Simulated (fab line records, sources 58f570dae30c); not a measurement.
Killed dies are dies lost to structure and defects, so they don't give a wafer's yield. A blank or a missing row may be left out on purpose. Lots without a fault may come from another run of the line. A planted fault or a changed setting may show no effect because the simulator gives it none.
Chamber matching | flow berkeley_cmos170 | UCB170_ZERO_ETCH_06 on rie_diel-03: 4 sister chambers
The step etches SiO2 in CHF3/CF4/Ar, time 12 s. 8 wafers are shown with their chamber, then 7 later ones without.

WAFERS WITH THEIR CHAMBER
wafer  | chamber | throttle_valve_pct (%) | oes_product_au (a.u.)
L468.6 | 2       | 9.24                   | 0.617
L470.1 | 0       | 9.16                   | 0.629
L470.3 | 2       | 9.26                   | 0.619
L470.4 | 1       | 9.41                   | 0.615
L473.4 | 1       | 9.42                   | 0.618
L473.5 | 3       | 9.27                   | 0.621
L475.1 | 3       | 9.27                   | 0.626
L475.4 | 0       | 9.17                   | 0.629

WAFERS WITHOUT THEIR CHAMBER
wafer  | throttle_valve_pct (%) | oes_product_au (a.u.)
L475.6 | 9.30                   | 0.628
L476.1 | 9.25                   | 0.621
L476.2 | 9.17                   | 0.633
L476.6 | 9.25                   | 0.614
L479.2 | 9.16                   | 0.626
L479.4 | 9.27                   | 0.627
L479.5 | 9.28                   | 0.635

WHICH CHAMBER EACH WENT THROUGH
wafer  | from the rows above     | in truth
L475.6 | 3                       | 3
L476.1 | can't be placed: 2 or 3 | 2
L476.2 | 0                       | 0
L476.6 | 2                       | 2
L479.2 | 0                       | 0
L479.4 | 3                       | 3
L479.5 | 3                       | 3
Placed correctly: 6 of 7. Can't be placed from these rows: 1 (the true chamber is among the candidates in 1). Placed wrongly: 0.
How it was worked out, from the rows above alone: a wafer's distance from a chamber is the root of the sum, over the readings, of the square of ((its reading less the chamber's mean) divided by the reading's scatter). The wafer belongs to the nearest chamber; if the next one is less than 2 further off, it can't be placed. A chamber's mean is the mean of its shown wafers. The scatter: the root of (the sum of the squares of (reading less its chamber's mean) over the shown wafers, divided by (wafers less chambers)).
